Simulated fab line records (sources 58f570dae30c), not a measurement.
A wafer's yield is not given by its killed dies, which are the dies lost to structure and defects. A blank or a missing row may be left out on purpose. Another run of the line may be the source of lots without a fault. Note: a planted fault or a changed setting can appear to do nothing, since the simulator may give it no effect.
Which of the tools did it? + flow berkeley-cmos170 + 45 wafers sampled from 15 lots at 1 step of a route of 331

WHAT THE GAUGES SHOWED, per wafer
Not one reading of a measure or inspect step in the record can be checked against a usual standard deviation.

WHAT TOOL EACH LOT RAN ON (gives the tool, then ch and the chambers of the sampled wafers, and finally the start)
| lot  | UCB170_PSD_EXPOSE_03              |
|------|-----------------------------------|
| L175 | krf-scanner-02 ch 0, day 8 00:02  |
| L174 | krf-scanner-01 ch 0, day 8 00:17  |
| L176 | krf-scanner-01 ch 0, day 8 15:55  |
| L177 | krf-scanner-02 ch 0, day 8 16:11  |
| L178 | krf-scanner-02 ch 0, day 9 06:38  |
| L182 | krf-scanner-02 ch 0, day 9 07:14  |
| L183 | krf-scanner-02 ch 0, day 9 18:16  |
| L184 | krf-scanner-01, day 9 18:31       |
| L185 | krf-scanner-01, day 10 15:02      |
| L186 | krf-scanner-02, day 10 15:14      |
| L189 | krf-scanner-01 ch 0, day 11 10:40 |
| L194 | krf-scanner-01 ch 0, day 12 01:27 |
| L195 | krf-scanner-02 ch 0, day 12 01:43 |
| L196 | krf-scanner-01 ch 0, day 13 04:56 |
| L197 | krf-scanner-01 ch 0, day 13 05:30 |
- UCB170_PSD_EXPOSE_03: exposes mask PSELECT MOD, target cd 1200 nm.

WHAT THE TOOLS THEMSELVES READ (means of the sampled wafers that have a number; where no wafer has one, the mark that the record gives instead)
UCB170_PSD_EXPOSE_03. Usual: exposure-dose-mJ-cm2 29.982, standard deviation 0.025; focus-offset-nm -0.1 nm, standard deviation 0.52.
| lot  | tool           | exposure-dose-mJ-cm2 | focus-offset-nm (nm) | flag |
|------|----------------|----------------------|----------------------|------|
| L175 | krf-scanner-02 | 29.964               | 0.5                  |      |
| L174 | krf-scanner-01 | 30.001               | -0.4                 |      |
| L176 | krf-scanner-01 | 29.970               | 0.2                  |      |
| L177 | krf-scanner-02 | 29.996               | -0.2                 |      |
| L178 | krf-scanner-02 | 29.999               | -0.3                 |      |
| L182 | krf-scanner-02 | 30.004               | -0.5                 |      |
| L183 | krf-scanner-02 | 29.989               | -0.3                 |      |
| L184 | krf-scanner-01 | -                    | -                    | OFF  |
| L185 | krf-scanner-01 | -                    | -                    | OFF  |
| L186 | krf-scanner-02 | -                    | -                    | OFF  |
| L189 | krf-scanner-01 | 29.971               | 0.2                  |      |
| L194 | krf-scanner-01 | 29.970               | 0.6                  |      |
| L195 | krf-scanner-02 | 29.996               | 0.0                  |      |
| L196 | krf-scanner-01 | 29.978               | 0.5                  |      |
| L197 | krf-scanner-01 | 29.953               | -0.7                 |      |

THE ANSWER, worked out from the rows above alone
Rule: take the mean of a lot's wafers that have a number; if it is more than 3 standard deviations from the usual mean, the lot is off. Also off: a lot with no number at a reading for which 4 or more lots have one. Where the step has rows for the other lots, those lots are counted as sound. First the gauges in route order, then the tools' own readings, where a lot's mean is used as printed above. At the first step where some lot is off, the reading lying furthest off is the one used; lots without a number count as furthest.
Off at UCB170_PSD_EXPOSE_03 (exposure-dose-mJ-cm2): L184, L185, L186. Without a number there: L184, L185, L186.
If a tool, at that step or one of the process steps before it, ran each lot that is off and ran no sound lot following the first of them, it fits. Of those tried, none fits.

WHAT THE SIMULATOR HAD INSERTED
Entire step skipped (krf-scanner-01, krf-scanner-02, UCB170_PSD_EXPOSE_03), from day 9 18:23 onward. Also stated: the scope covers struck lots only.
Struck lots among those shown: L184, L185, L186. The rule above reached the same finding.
